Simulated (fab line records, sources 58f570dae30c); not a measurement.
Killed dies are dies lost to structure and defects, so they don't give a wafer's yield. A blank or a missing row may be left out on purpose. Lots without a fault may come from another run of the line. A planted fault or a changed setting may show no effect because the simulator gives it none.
Split-lot experiment | flow berkeley_cmos170 | 5 lots, 23 wafers read, on a route of 331 steps

THE SPLIT
At UCB170_M2_SPUTTER_01 (material Al, target thk 900 nm, time 120 s), the setting time_s was moved away from the recipe's 120 s on 9 of the 23 wafers read, by -10.0% to +12.3%. The other wafers ran this setting at the recipe's value.

FROM THE SPLIT TO THE READING: what the file shows between them, 1 step
- UCB170_M2_RS_MEAS_02: measures by four-point-probe

THE READING
M2_AL_THK, in nm, at UCB170_M2_THK_MEAS_03 (measures by xrf). Fault-free wafers of this fab line usually give 904 nm, standard deviation 8.3 nm.

wafer  | tool, chamber at the split | time_s as run, s | against the recipe | M2_AL_THK, nm | against lot-mates on the recipe
L074.1 | pvd_sputter-03, -          | 113.8            | -5.2%              | 847           | -45
L074.3 | pvd_sputter-03, -          | 120              | recipe             | 892           | -
L074.4 | pvd_sputter-03, -          | 120              | recipe             | 893           | -
L074.5 | pvd_sputter-03, -          | 120              | recipe             | 892           | -
L074.6 | pvd_sputter-03, -          | 113.8            | -5.2%              | 853           | -39
L076.3 | pvd_sputter-01, -          | 120              | recipe             | 899           | -
L076.5 | pvd_sputter-01, -          | 120              | recipe             | 892           | -
L076.6 | pvd_sputter-01, -          | 120              | recipe             | 901           | -
L078.2 | pvd_sputter-01, -          | 120              | recipe             | 897           | -
L078.3 | pvd_sputter-01, -          | 120              | recipe             | 903           | -
L078.4 | pvd_sputter-01, -          | 134.8            | +12.3%             | 1017          | +114
L078.5 | pvd_sputter-01, -          | 120              | recipe             | 908           | -
L078.6 | pvd_sputter-01, -          | 134.8            | +12.3%             | 1013          | +110
L082.1 | pvd_sputter-04, -          | 120              | recipe             | 906           | -
L082.3 | pvd_sputter-04, -          | 120              | recipe             | 905           | -
L082.4 | pvd_sputter-04, -          | 108              | -10.0%             | 812           | -94
L082.5 | pvd_sputter-04, -          | 108              | -10.0%             | 814           | -92
L082.6 | pvd_sputter-04, -          | 108              | -10.0%             | 818           | -88
L079.2 | pvd_sputter-03, -          | 120              | recipe             | 905           | -
L079.3 | pvd_sputter-03, -          | 120              | recipe             | 906           | -
L079.4 | pvd_sputter-03, -          | 120              | recipe             | 896           | -
L079.5 | pvd_sputter-03, -          | 114.1            | -4.9%              | 859           | -43
L079.6 | pvd_sputter-03, -          | 114.1            | -4.9%              | 863           | -39

THE FIT
A straight line over all 23 wafers: M2_AL_THK changes by +8.95 nm for each +1% of time_s; r = +0.99; the points scatter about the line by 5.7 nm.
The same after taking each lot's own level away (the mean of its wafers on the recipe; 23 wafers): +9 nm for each +1%; r = +1.00; scatter 3.6 nm.
On that fit, the largest move of time_s shifts the reading by 1.1e+02 nm.
The lots' own levels span 892.3 to 905.5 nm, that is 1.6 times the standard deviation above.
So the lot-to-lot level changes the slope little: the two slopes agree.
Check: with one of the wafers moved furthest among these (+12.3%) left out of the fit, the line predicts +110 nm for it against its lot-mates. It came out at +114 nm against them.

OTHER SPLITS ON THESE WAFERS
These wafers also went through other splits before the reading. Each is held against what the fit with the lots' levels taken away leaves over:
other split on the same wafers | wafers away from the commonest value | r with M2_AL_THK (lot level and that fit taken away)
UCB170_CONTACT_ETCH_18 rf_w    | 8                                    | -0.04

THE WHOLE CHAIN: every reading that the file lists as answering this split, in the file's order
step                    | what it does                                                           | reading                                                                     | change (the file's fit)                                                                   | r (the file's)
UCB170_M2_SPUTTER_01    | material Al, target thk 900 nm, time 120 s                             | Al_of_M2_SPUTTER_01.thk_nm (the simulator's own value, which no gauge read) | +8.87 nm for each +1% of the setting                                                      | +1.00
UCB170_M2_RS_MEAS_02    | measures by four-point-probe                                           | M2_AL_RS                                                                    | -0.000316 for each +1% of the setting                                                     | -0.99
UCB170_M2_THK_MEAS_03   | measures by xrf                                                        | M2_AL_THK                                                                   | +8.99 for each +1% of the setting                                                         | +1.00
UCB170_M2_METAL_ETCH_18 | etches Al in Cl2/BCl3, stops on SiO2, target depth 1170 nm, time 195 s | oes_product_au                                                              | +0.00495 a.u. for each +1% of the setting, in a fit together with time_s@M2_METAL_ETCH_18 | 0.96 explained

THE FILE'S OWN FIT
M2_AL_THK changes by +8.99 nm for each +1% of time_s, r = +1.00.
